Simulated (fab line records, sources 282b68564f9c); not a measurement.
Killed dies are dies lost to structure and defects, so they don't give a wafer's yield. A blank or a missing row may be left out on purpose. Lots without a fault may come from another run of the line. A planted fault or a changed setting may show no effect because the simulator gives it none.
Which tool did it? | flow rit_cmos | 14 lots, 42 wafers sampled, at 5 steps of a route of 202

WHAT THE GAUGES READ, wafer by wafer
RIT_CONTACT_THK_MEAS_01.
lot  | measured    | on            | CONTACT_TEOS_THK (nm)
L836 | day 3 02:49 | film_metro-03 | 401 406 405
L838 | day 3 13:02 | film_metro-03 | 398 401 407
L839 | day 3 17:08 | film_metro-01 | 396 406 402
L842 | day 4 12:07 | film_metro-03 | 394 399 400
L843 | day 4 15:38 | film_metro-01 | 401 403 410
L844 | day 4 23:44 | film_metro-01 | 398 394 400
L845 | day 5 01:04 | film_metro-01 | 391 396 400
L846 | day 5 11:32 | film_metro-03 | 398 404 404
L847 | day 5 15:19 | film_metro-03 | 400 404 408
L848 | day 5 19:26 | film_metro-01 | 239 405 241
L851 | day 6 09:52 | film_metro-01 | 238 397 245
L856 | day 7 11:56 | film_metro-03 | 399 401 398
L858 | day 7 21:10 | film_metro-02 | 397 402 398
L859 | day 8 02:53 | film_metro-02 | 402 403 405

RIT_CONTACT_CD_MEAS_08: target cd 1000 nm.
lot  | measured    | on        | cd_nm (nm)
L836 | day 3 03:59 | cd_sem-01 | 998.7 1000.6 999.7
L838 | day 3 14:05 | cd_sem-02 | 999.3 998.7 999.9
L839 | day 3 18:13 | cd_sem-02 | 1000.5 997.9 998.2
L842 | day 4 13:13 | cd_sem-01 | 997.8 998.3 996.0
L843 | day 4 16:40 | cd_sem-02 | 999.5 1000.9 999.3
L844 | day 5 00:46 | cd_sem-02 | 999.7 1000.3 1001.1
L845 | day 5 02:15 | cd_sem-02 | 1000.0 998.1 1000.9
L846 | day 5 12:41 | cd_sem-02 | 999.3 1000.1 999.5
L847 | day 5 16:30 | cd_sem-01 | 1001.7 1001.4 1000.5
L848 | day 5 20:31 | cd_sem-02 | 999.0 1001.8 1002.8
L851 | day 6 10:53 | cd_sem-01 | 998.9 999.5 994.5
L856 | day 7 13:06 | cd_sem-01 | 1000.3 999.5 999.5
L858 | day 7 22:12 | cd_sem-01 | 998.7 998.4 998.9
L859 | day 8 04:02 | cd_sem-01 | 1002.3 1003.1 998.5

RIT_M1_CD_MEAS_90: target cd 2600 nm.
lot  | measured    | on        | cd_nm (nm)
L836 | day 3 08:07 | cd_sem-02 | 2597 2597 2597
L838 | day 3 17:57 | cd_sem-01 | 2599 2601 2600
L839 | day 3 21:49 | cd_sem-01 | 2600 2598 2600
L842 | day 4 16:38 | cd_sem-01 | 2599 2597 2600
L843 | day 4 20:15 | cd_sem-01 | 2603 2602 2600
L844 | day 5 04:19 | cd_sem-01 | 2599 2597 2599
L845 | day 5 05:40 | cd_sem-01 | 2601 2601 2601
L846 | day 5 16:08 | cd_sem-02 | 2594 2593 2593
L847 | day 5 20:11 | cd_sem-01 | 2600 2601 2598
L848 | day 6 00:05 | cd_sem-01 | 2598 2598 2597
L851 | day 6 14:28 | cd_sem-01 | 2598 2599 2598
L856 | day 7 16:36 | cd_sem-02 | 2599 2598 2599
L858 | day 8 01:49 | cd_sem-01 | 2601 2600 2601
L859 | day 8 07:28 | cd_sem-01 | 2600 2599 2598

WHICH TOOL RAN EACH LOT (tool, then ch and the chambers of the sampled wafers, then the start)
lot  | RIT_GATE_ETCH_19                | RIT_CONTACT_CVD_00
L836 | rie_si-02 ch 0,1,3, day 2 12:15 | pecvd-04 ch 0,1,2, day 3 02:45
L838 | rie_si-02 ch 1,3, day 2 22:43   | pecvd-01 ch 0,1,2, day 3 12:59
L839 | rie_si-01 ch 0,1, day 3 03:48   | pecvd-04 ch 0,1,2, day 3 17:05
L842 | rie_si-02 ch 0,3, day 3 20:37   | pecvd-04 ch 1,2, day 4 12:02
L843 | rie_si-01 ch 1,2,3, day 4 01:55 | pecvd-03 ch 1,2, day 4 15:34
L844 | rie_si-02 ch 0,1,2, day 4 09:22 | pecvd-01 ch 0,2, day 4 23:41
L845 | rie_si-01 ch 0,1,2, day 4 11:28 | pecvd-04 ch 0,1, day 5 01:01
L846 | rie_si-02 ch 0,1,3, day 4 18:35 | pecvd-03 ch 1,2, day 5 11:28
L847 | rie_si-01 ch 0,3, day 5 01:50   | pecvd-01 ch 1,2, day 5 15:16
L848 | rie_si-02 ch 0,1, day 5 05:00   | pecvd-04 ch 1,2, day 5 19:22
L851 | rie_si-01 ch 1,2,3, day 5 19:30 | pecvd-04 ch 0,1, day 6 09:49
L856 | rie_si-02 ch 0,2,3, day 6 22:26 | pecvd-01 ch 0,1,2, day 7 11:53
L858 | rie_si-02 ch 1,2,3, day 7 07:29 | pecvd-03 ch 0,2, day 7 21:07
L859 | rie_si-02 ch 0,1,3, day 7 12:55 | pecvd-01 ch 0,1, day 8 02:50
- RIT_GATE_ETCH_19: etches poly-Si in SF6/CHF3/O2, stops on SiO2, time 165 s, target depth 312.5 nm.
- RIT_CONTACT_CVD_00: deposits SiO2 from TEOS, target thk 400 nm, time 61 s.

WHAT THE TOOLS THEMSELVES READ (means of the sampled wafers that have a number; where no wafer has one, the mark that the record gives instead)
RIT_GATE_ETCH_19.
lot  | tool      | drypump_motor_current_A (A) | oes_product_au (a.u.) | throttle_valve_pct (%)
L836 | rie_si-02 | 6.0                         | 0.854                 | 10.32
L838 | rie_si-02 | 6.4                         | 0.867                 | 10.39
L839 | rie_si-01 | 5.6                         | 0.843                 | 10.26
L842 | rie_si-02 | 6.4                         | 0.853                 | 10.39
L843 | rie_si-01 | 5.9                         | 0.846                 | 10.23
L844 | rie_si-02 | 5.9                         | 0.850                 | 10.21
L845 | rie_si-01 | 5.6                         | 0.856                 | 10.25
L846 | rie_si-02 | 6.0                         | 0.858                 | 10.32
L847 | rie_si-01 | 6.3                         | 0.830                 | 10.30
L848 | rie_si-02 | 5.7                         | 0.842                 | 10.26
L851 | rie_si-01 | 5.9                         | 0.847                 | 10.23
L856 | rie_si-02 | 6.2                         | 0.852                 | 10.27
L858 | rie_si-02 | 6.2                         | 0.843                 | 10.27
L859 | rie_si-02 | 6.0                         | 0.848                 | 10.32

RIT_CONTACT_CVD_00.
lot  | tool     | heater_power_w (W)
L836 | pecvd-04 | 261
L838 | pecvd-01 | 291
L839 | pecvd-04 | 266
L842 | pecvd-04 | 246
L843 | pecvd-03 | 397
L844 | pecvd-01 | 272
L845 | pecvd-04 | 223
L846 | pecvd-03 | 391
L847 | pecvd-01 | 268
L848 | pecvd-04 | 205
L851 | pecvd-04 | 225
L856 | pecvd-01 | 296
L858 | pecvd-03 | 378
L859 | pecvd-01 | 293

THE ANSWER, worked out from the rows above alone
Rule: what is usual is taken from the lots themselves. Put in order of their means at a reading, lots are off if they are a third of the lots or fewer, leave a main group of 4 or more, and stand apart from it by a gap of 3 or more times the standard deviation of the main group's means; of several such gaps the widest counts. A main group whose means are all the same, to the digits that the tables above print for the reading, isn't used. A lot without any number at a reading at which 4 lots or more have one is off too. The other lots that the step has rows for count as sound. The gauges are gone through in route order, then the tools' own readings, and for those a lot's mean is taken as printed above. The first step at which some lot is off is used, and at that step the reading that is off furthest; a lot without a number counts as furthest.
Off: L848, L851, at RIT_CONTACT_THK_MEAS_01 (CONTACT_TEOS_THK). The main group: mean 401 nm, standard deviation 2.9.
A tool fits if, at a process step before that reading, it ran every lot that is off, and no sound lot after the first of them. The gauges at RIT_CONTACT_THK_MEAS_01 are tried like those tools. Can't be told from this: 2 tools fit, pecvd-04 at RIT_CONTACT_CVD_00, film_metro-01 at RIT_CONTACT_THK_MEAS_01.

WHAT THE SIMULATOR HAD PUT IN
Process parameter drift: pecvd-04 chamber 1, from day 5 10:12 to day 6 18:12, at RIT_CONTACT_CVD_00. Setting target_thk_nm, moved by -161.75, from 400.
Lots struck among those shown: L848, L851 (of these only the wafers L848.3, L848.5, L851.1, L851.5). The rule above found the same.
